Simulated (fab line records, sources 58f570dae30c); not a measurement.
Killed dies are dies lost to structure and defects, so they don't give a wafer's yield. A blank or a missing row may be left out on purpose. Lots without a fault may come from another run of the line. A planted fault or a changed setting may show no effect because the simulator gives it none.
Which tool did it? | flow berkeley_cmos170 | 14 lots, 42 wafers sampled, at 3 steps of a route of 331

WHAT THE GAUGES READ, wafer by wafer
UCB170_CONTACT_CD_MEAS_90: target cd 700 nm. Usual: cd_nm 699.6 nm, standard deviation 1.6.
lot  | measured     | on        | cd_nm (nm)        | flag
L791 | day 7 06:28  | cd_sem-01 | 701.0 698.9 699.4 |
L792 | day 7 17:35  | cd_sem-01 | 697.6 696.5 698.0 |
L795 | day 7 23:32  | cd_sem-02 | 703.4 702.3 700.9 |
L796 | day 8 01:53  | cd_sem-01 | 698.9 698.0 699.7 |
L797 | day 8 08:01  | cd_sem-02 | 700.6 699.8 700.6 |
L800 | day 9 00:53  | cd_sem-01 | 701.7 699.7 697.9 |
L801 | day 9 03:11  | cd_sem-02 | 699.8 699.9 699.6 |
L802 | day 9 21:13  | cd_sem-01 | 699.5 700.4 700.6 |
L803 | day 9 21:26  | cd_sem-01 | 699.8 698.7 699.5 |
L804 | day 9 21:00  | cd_sem-01 | 699.9 700.4 701.9 |
L806 | day 10 14:24 | cd_sem-02 | 701.2 700.1 700.6 |
L807 | day 11 07:34 | cd_sem-01 | 698.4 700.0 700.4 |
L811 | day 11 17:06 | cd_sem-01 | 698.4 697.5 698.7 |
L814 | day 12 06:00 | cd_sem-01 | 701.4 702.1 701.1 |

WHICH TOOL RAN EACH LOT (tool, then ch and the chambers of the sampled wafers, then the start)
lot  | UCB170_ZERO_STRIP_07                | UCB170_PVT_SOFTBAKE_02
L791 | plasma_asher-02 ch 0, day 1 17:31   | litho_track-01 ch 0, day 5 17:26
L792 | plasma_asher-03 ch 0,1, day 1 22:13 | litho_track-04 ch 0, day 6 06:09
L795 | plasma_asher-02 ch 0,1, day 2 12:28 | litho_track-02 ch 0, day 6 11:55
L796 | plasma_asher-03 ch 0,1, day 3 00:52 | litho_track-02 ch 0, day 6 11:29
L797 | plasma_asher-01 ch 0,1, day 3 04:32 | litho_track-01 ch 0, day 7 01:02
L800 | plasma_asher-03 ch 0,1, day 3 18:38 | litho_track-04 ch 0, day 7 10:12
L801 | plasma_asher-01 ch 0,1, day 3 18:52 | litho_track-02 ch 0, day 7 10:18
L802 | plasma_asher-01 ch 0,1, day 4 03:29 | litho_track-04 ch 0, day 8 02:45
L803 | plasma_asher-01 ch 0,1, day 4 05:44 | litho_track-01 ch 0, day 8 02:52
L804 | plasma_asher-03 ch 0,1, day 4 10:53 | litho_track-04 ch 0, day 8 06:40
L806 | plasma_asher-02 ch 0, day 4 20:55   | litho_track-04 ch 0, day 9 01:25
L807 | plasma_asher-03 ch 0,1, day 5 03:51 | litho_track-04 ch 0, day 9 17:20
L811 | plasma_asher-02 ch 0,1, day 5 22:13 | litho_track-04 ch 0, day 10 09:04
L814 | plasma_asher-03 ch 1, day 6 12:53   | litho_track-04 ch 0, day 10 23:40
- UCB170_ZERO_STRIP_07: strips in O2.
- UCB170_PVT_SOFTBAKE_02: time 60 s.

WHAT THE TOOLS THEMSELVES READ (means of the sampled wafers that have a number; where no wafer has one, the mark that the record gives instead)
UCB170_ZERO_STRIP_07. Usual: drypump_motor_current_A 5.6 A, standard deviation 0.51; oes_product_au 0.727 a.u., standard deviation 0.0044; strip_time_to_endpoint_s 21.50 s, standard deviation 0.071.
lot  | tool            | drypump_motor_current_A (A) | oes_product_au (a.u.) | strip_time_to_endpoint_s (s) | flag
L791 | plasma_asher-02 | 5.1                         | 0.726                 | 21.57                        |
L792 | plasma_asher-03 | 5.4                         | 0.726                 | 21.47                        |
L795 | plasma_asher-02 | 5.1                         | 0.727                 | 21.47                        |
L796 | plasma_asher-03 | 5.4                         | 0.728                 | 21.55                        |
L797 | plasma_asher-01 | 6.1                         | 0.729                 | 21.60                        |
L800 | plasma_asher-03 | 5.8                         | 0.724                 | 21.53                        |
L801 | plasma_asher-01 | 6.1                         | 0.727                 | 21.54                        |
L802 | plasma_asher-01 | 6.1                         | 0.727                 | 21.52                        |
L803 | plasma_asher-01 | 6.1                         | 0.721                 | 21.49                        |
L804 | plasma_asher-03 | 5.4                         | 0.728                 | 21.43                        |
L806 | plasma_asher-02 | 5.1                         | 0.726                 | 21.50                        |
L807 | plasma_asher-03 | 5.4                         | 0.733                 | 21.31                        |
L811 | plasma_asher-02 | 5.2                         | 0.729                 | 21.50                        |
L814 | plasma_asher-03 | 6.2                         | 0.730                 | 21.53                        |

UCB170_PVT_SOFTBAKE_02. Usual: heater_power_total_W 56.80 W, standard deviation 0.047; plate_temp_C 129.99 C, standard deviation 0.11.
lot  | tool           | heater_power_total_W (W) | plate_temp_C (C) | flag
L791 | litho_track-01 | 56.79                    | 130.04           |
L792 | litho_track-04 | 56.79                    | 130.01           |
L795 | litho_track-02 | 56.83                    | 130.10           |
L796 | litho_track-02 | 56.85                    | 130.01           |
L797 | litho_track-01 | 56.80                    | 129.92           |
L800 | litho_track-04 | 56.82                    | 129.97           |
L801 | litho_track-02 | 56.79                    | 129.98           |
L802 | litho_track-04 | 56.78                    | 129.95           |
L803 | litho_track-01 | 56.81                    | 130.17           |
L804 | litho_track-04 | 56.80                    | 129.88           |
L806 | litho_track-04 | 56.76                    | 129.85           |
L807 | litho_track-04 | 56.82                    | 129.90           |
L811 | litho_track-04 | 58.27                    | 132.54           | OFF
L814 | litho_track-04 | 58.33                    | 132.72           | OFF

THE ANSWER, worked out from the rows above alone
Rule: a lot is off if the mean of its wafers that have a number lies more than 3 standard deviations from the usual mean. A lot without any number at a reading at which 4 lots or more have one is off too. The other lots that the step has rows for count as sound. The gauges are gone through in route order, then the tools' own readings, and for those a lot's mean is taken as printed above. The first step at which some lot is off is used, and at that step the reading that is off furthest; a lot without a number counts as furthest.
Off: L811, L814, at UCB170_PVT_SOFTBAKE_02 (heater_power_total_W).
A tool fits if, at that step or a process step before it, it ran every lot that is off, and no sound lot after the first of them. One fits: litho_track-04 at UCB170_PVT_SOFTBAKE_02. Its last sound lot is L807 (day 9 17:20), its first lot that is off L811 (day 10 09:04): a fault that began between those two fits.
The tool's own readings at UCB170_PVT_SOFTBAKE_02 bear it out: on the lots that are off they differ by more than 5 times the standard deviation of the sound lots' means. heater_power_total_W reads 58.30 W there against 56.80 W on the sound lots; plate_temp_C reads 132.63 C there against 129.98 C on the sound lots.

WHAT THE SIMULATOR HAD PUT IN
Process parameter drift: litho_track-04, from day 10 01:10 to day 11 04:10, at UCB170_PVT_SOFTBAKE_02. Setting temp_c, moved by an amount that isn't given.
Lots struck among those shown: L811, L814. The rule above found the same.
